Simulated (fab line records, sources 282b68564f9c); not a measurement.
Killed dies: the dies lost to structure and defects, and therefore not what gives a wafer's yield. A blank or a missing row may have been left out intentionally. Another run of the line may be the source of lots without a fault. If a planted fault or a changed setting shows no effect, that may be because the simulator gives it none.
A lot that was struck, set against a sound lot ; flow rit-cmos ; 42 out of 202 route steps
Sound: the wafers L589.1, L589.4, L589.5. Struck: wafer L602.2 (L602.1, L602.4, from the same lot, were not struck and are left out); the cause is given at the end.
At each step with rows: each side's tool, then ch and its chambers, then its first start. Under that, the readings that differ: sound wafers ; struck wafers ; difference of the means ; sigmas: that difference in standard deviations of wafers without a fault.
alike: a reading whose means differ by less than 2 such deviations, as well as words and numbers matching on both sides. not compared: withheld readings; readings where some wafer has no value; bounds like >300 that might hide an equal value; numbers whose values overlap and for which the record gives no deviation.
A row with sigmas, a row that says differs or no value, or rows on one side alone: a step with any of these is where the two part. Non-overlapping numbers with no deviation appear without sigmas and do not part them. A reading missing from all wafers of one side parts the sides only when that side holds two or more wafers.

RIT_SDANNEAL_RTA_03: time 5 s.
  sound on rtp-anneal-01 ch 0, day 4 06:01; struck on rtp-anneal-02 ch 0, day 6 20:10
  alike: wafer_temp_C_max
RIT_SDANNEAL_RS_MEAS_04: measurement is done with a four-point probe.
  sound: film-metro-02 at day 4 06:04; struck: film-metro-03 at day 6 20:17
  alike: PSD_RS
RIT_SDANNEAL_RS_MEAS_05: measurement is done with a four-point probe.
  sound: film-metro-02 at day 4 06:11; struck: film-metro-03 at day 6 20:24
  alike: NSD_RS
RIT_SDANNEAL_RS_MEAS_06: measurement is done with a four-point probe.
  sound: film-metro-02 at day 4 06:19; struck: film-metro-03 at day 6 20:31
  alike: PLDD_RS
RIT_SDANNEAL_RS_MEAS_07: measurement is done with a four-point probe.
  sound: film-metro-02 at day 4 06:26; struck: film-metro-03 at day 6 20:38
  alike: NLDD_RS
then, 1 step without rows for these wafers: RIT_SILICIDE_WET_ETCH_00 (etches SiO2 in BOE, target depth 14 nm, time 15 s).
RIT_SILICIDE_SPUTTER_01: material Ti, target thk 30 nm, time 240 s.
  sound: pvd-sputter-04 at day 4 06:34; struck: pvd-sputter-02 at day 6 20:47
  alike: throttle-valve-pct
RIT_SILICIDE_RS_MEAS_02: measurement is done with a four-point probe.
  sound: film-metro-01 at day 4 06:43; struck: film-metro-01 at day 6 20:56
  alike: SILICIDE_TI_RS
RIT_SILICIDE_THK_MEAS_03: measures by xrf.
  sound: film-metro-01 at day 4 06:50; struck: film-metro-01 at day 6 21:03
  alike: SILICIDE_TI_THK
then, 2 steps without rows for these wafers: RIT_SILICIDE_RTA_04 (time 10 s, ramp up 5 s, ramp down 5 s); RIT_SILICIDE_WET_ETCH_05 (etches Ti in SPM, time 120 s).
RIT_SILICIDE_RTA_06: time 10 s, ramp up 5 s, ramp down 10 s.
  sound on rtp-anneal-01 ch 0, day 4 07:01; struck on rtp-anneal-02 ch 0, day 6 21:13
  alike: wafer_temp_C_max
RIT_CONTACT_CVD_00: deposits SiO2 from TEOS, target thk 400 nm, time 61 s.
  sound on pecvd-04 ch 1,2, day 4 07:05; struck on pecvd-03 ch 1, day 6 21:21
reading;sound;struck;difference;sigmas
model.SiO2_of_CONTACT_CVD_00.thk-nm (nm);396.6 400 402.7;206.1;-193.7;
  alike: heater-power-w
RIT_CONTACT_THK_MEAS_01:
  sound: film-metro-01 at day 4 07:08; struck: film-metro-03 at day 6 21:38
reading;sound;struck;difference;sigmas
CONTACT_TEOS_THK (nm);397 400 403;206;-194;-40
  not compared: hold
then, 5 steps without rows for these wafers: RIT_CONTACT_COAT_03 (resist thk 1000 nm); RIT_CONTACT_SOFTBAKE_04 (time 60 s); RIT_CONTACT_EXPOSE_05 (exposes mask M11, target cd 1000 nm); RIT_CONTACT_PEB_06; RIT_CONTACT_DEVELOP_07 (develop time 120 s).
RIT_CONTACT_CD_MEAS_08: target cd 1000 nm.
  sound: cd-sem-01 at day 4 08:23; struck: cd-sem-01 at day 7 00:20
reading;sound;struck;difference;sigmas
cd-nm (nm);1003.4 1002.8 1002.5;996.1;-6.8;-3
RIT_CONTACT_OVL_MEAS_09:
  sound: overlay-01 at day 4 08:30; struck: overlay-01 at day 7 00:27
  alike: CONTACT_OVL
then, 1 step without rows for these wafers: RIT_CONTACT_HARDBAKE_10 (time 60 s).
RIT_CONTACT_ETCH_11: etches SiO2 in CHF3/CF4/Ar, stops on TiSi2, target depth 480 nm, time 320 s.
  sound on rie-diel-04 ch 0,1, day 4 08:41; struck on rie-diel-02 ch 2, day 7 00:38
reading;sound;struck;difference;sigmas
oes-product-au (a.u.);0.987 0.995 0.989;0.948;-0.042;-3
model.etch.depth-nm (nm);396.6 400 402.7;206.1;-193.7;
model.CONTACT.feature-depth-nm (nm);396.6 400 402.7;206.1;-193.7;
  alike: drypump-motor-current-A, throttle-valve-pct
  not compared: rf-hours-counter-h
RIT_CONTACT_STRIP_12: strips in O2, time 180 s.
  sound on plasma-asher-02 ch 1, day 4 08:53; struck on plasma-asher-02 ch 0, day 7 00:50
  alike: drypump-motor-current-A
  not compared: rf-hours-counter-h
RIT_CONTACT_CD_MEAS_90: target cd 1000 nm.
  sound: cd-sem-02 at day 4 09:03; struck: cd-sem-02 at day 7 01:00
reading;sound;struck;difference;sigmas
cd-nm (nm);1003.1 1002.5 1003.0;995.6;-7.3;-4
then, 2 steps without rows for these wafers: RIT_CONTACT_CLEAN_13 (cleans in SC1, time 600 s); RIT_CONTACT_CLEAN_14 (cleans in SC2, time 600 s).
RIT_M1_SPUTTER_00: material Al, target thk 400 nm, time 500 s.
  sound: pvd-sputter-01 at day 4 09:31; struck: pvd-sputter-01 at day 7 01:40
  alike: throttle-valve-pct
RIT_M1_RS_MEAS_01: measurement is done with a four-point probe.
  sound: film-metro-01 at day 4 09:49; struck: film-metro-02 at day 7 01:58
  alike: M1_AL_RS
RIT_M1_THK_MEAS_02: measures by xrf.
  sound: film-metro-01 at day 4 09:56; struck: film-metro-02 at day 7 02:05
  alike: M1_AL_THK
then, 6 steps without rows for these wafers: RIT_M1_HMDS_03 (prime time 60 s); RIT_M1_COAT_04 (resist thk 1300 nm); RIT_M1_SOFTBAKE_05 (time 60 s); RIT_M1_EXPOSE_06 (exposes mask M12, target cd 2600 nm); RIT_M1_PEB_07; RIT_M1_DEVELOP_08 (develop time 68 s).
RIT_M1_CD_MEAS_09: target cd 2600 nm.
  sound: cd-sem-01 at day 4 11:00; struck: cd-sem-01 at day 7 03:29
  alike: cd-nm
RIT_M1_OVL_MEAS_10:
  sound: overlay-01 at day 4 11:07; struck: overlay-02 at day 7 03:36
  alike: M1_OVL
then, 1 step without rows for these wafers: RIT_M1_HARDBAKE_11 (time 120 s).
RIT_M1_METAL_ETCH_12: etches Al in Cl2/BCl3, stops on SiO2, time 165 s, target depth 600 nm.
  sound on rie-metal-02 ch 0,1, day 4 11:25; struck on rie-metal-01 ch 0, day 7 04:00
reading;sound;struck;difference;sigmas
drypump-motor-current-A (A);6.3 6.1 6.2;4.8;-1.4;-3
model.SiO2_of_CONTACT_CVD_00.thk-nm (nm);359.8 362.6 365.5;169.1;-193.5;
  alike: he-backside-leak-sccm, oes-product-au, throttle-valve-pct
  not compared: rf-hours-counter-h
then, 1 step without rows for these wafers: RIT_M1_STRIP_13 (strips in nmp, time 600 s).
RIT_M1_PROBE_99:
  sound: prober-02 at day 4 13:40; struck: prober-01 at day 7 06:22
reading;sound;struck;difference;sigmas
killed-at-contacts;0 0 0;1;+1;+3
  alike: killed_at_M0_to_M3, killed-at-front-end, killed-dies, killed-open, killed-short

## WHERE THEY PART
Earliest at RIT_CONTACT_THK_MEAS_01; latest, in this record, at RIT_M1_PROBE_99.

WHY: the cause the simulator had injected
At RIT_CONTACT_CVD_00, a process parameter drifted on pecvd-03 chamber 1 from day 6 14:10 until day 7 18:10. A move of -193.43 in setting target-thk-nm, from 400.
